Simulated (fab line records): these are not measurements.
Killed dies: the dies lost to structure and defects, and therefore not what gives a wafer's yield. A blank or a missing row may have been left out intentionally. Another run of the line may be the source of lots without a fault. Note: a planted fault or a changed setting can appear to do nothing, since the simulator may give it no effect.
A lot that was struck, set against a sound lot :: flow rit cmos :: 14 out of 202 route steps
Sound: wafers L180.1, L180.3, L180.6. The struck wafers were L183.2, L183.3, L183.5. At the end, the cause is stated.
At each step with rows: each side's tool, then ch and its chambers, then its first start. Under that, the readings that differ: sound wafers :: struck wafers :: difference of the means :: sigmas: that difference in standard deviations of wafers without a fault.
alike: same words and numbers on both sides, and readings whose means sit less than 2 such deviations apart. not compared: any withheld reading, any reading some wafer has no value for, any bound like >300 that may hide the same value, and any number with overlapping values for which the record gives no deviation.
Wherever a step has rows on one side only, a row that says differs or no value, or a row with sigmas, the two part there. Numbers that have no deviation but don't overlap get no sigmas and don't part them. A reading that every wafer of one side lacks parts them only if that side has two wafers or more.

RIT_ACTIVE_BOW_MEAS_00:
  sound on film metro-04 at day 1 10:00; struck on film metro-03 at day 2 01:01
  alike: INCOMING_BOW
then, 1 step without rows for these wafers: RIT_ACTIVE_OXIDATION_01 (target thk 46.8 nm, ox time 3360 s).
RIT_ACTIVE_THK_MEAS_02:
  sound on film metro-04 at day 1 12:03; struck on film metro-02 at day 2 03:04
  alike: ACTIVE_OXIDE_THK
then, 1 step without rows for these wafers: RIT_ACTIVE_CVD_03 (deposits Si3N4 from SiH2Cl2/NH3, target thk 150 nm, time 1500 s).
RIT_ACTIVE_THK_MEAS_04:
  sound on film metro-03 at day 1 13:32; struck on film metro-03 at day 2 04:32
  alike: ACTIVE_NITRIDE_THK
then, 5 steps without rows for these wafers: RIT_ACTIVE_HMDS_05 (prime time 60 s); RIT_ACTIVE_COAT_06 (resist thk 1000 nm); RIT_ACTIVE_SOFTBAKE_07 (time 60 s); RIT_ACTIVE_EXPOSE_08 (exposes mask M1, target cd 1400 nm); RIT_ACTIVE_PEB_09.
RIT_ACTIVE_DEVELOP_10: develop time 50 s.
  sound on litho track-01 ch 0, day 1 14:00; struck on litho track-01 ch 0, day 2 05:00
  alike: resist line temp C
RIT_ACTIVE_CD_MEAS_11: target cd 1400 nm.
  sound on cd sem-01 at day 1 14:34; struck on cd sem-02 at day 2 05:37
reading: cd nm (nm)
sound: 1396.6 1398.2 1398.7
struck: 1405.4 1406.8 1404.5
difference: +7.7
sigmas: +3
then, 1 step without rows for these wafers: RIT_ACTIVE_HARDBAKE_12 (time 60 s).
RIT_M1_PROBE_99:
  sound on prober-02 at day 3 11:55; struck on prober-02 at day 4 01:37
  alike: killed_at_M0_to_M3, killed at front end, killed dies, killed open, killed short

WHERE THEY PART
At RIT_ACTIVE_CD_MEAS_11 and nowhere else, as far as this record goes. Later steps at which nothing parts them and some readings are alike: RIT_M1_PROBE_99.

WHY: whatever the simulator had introduced
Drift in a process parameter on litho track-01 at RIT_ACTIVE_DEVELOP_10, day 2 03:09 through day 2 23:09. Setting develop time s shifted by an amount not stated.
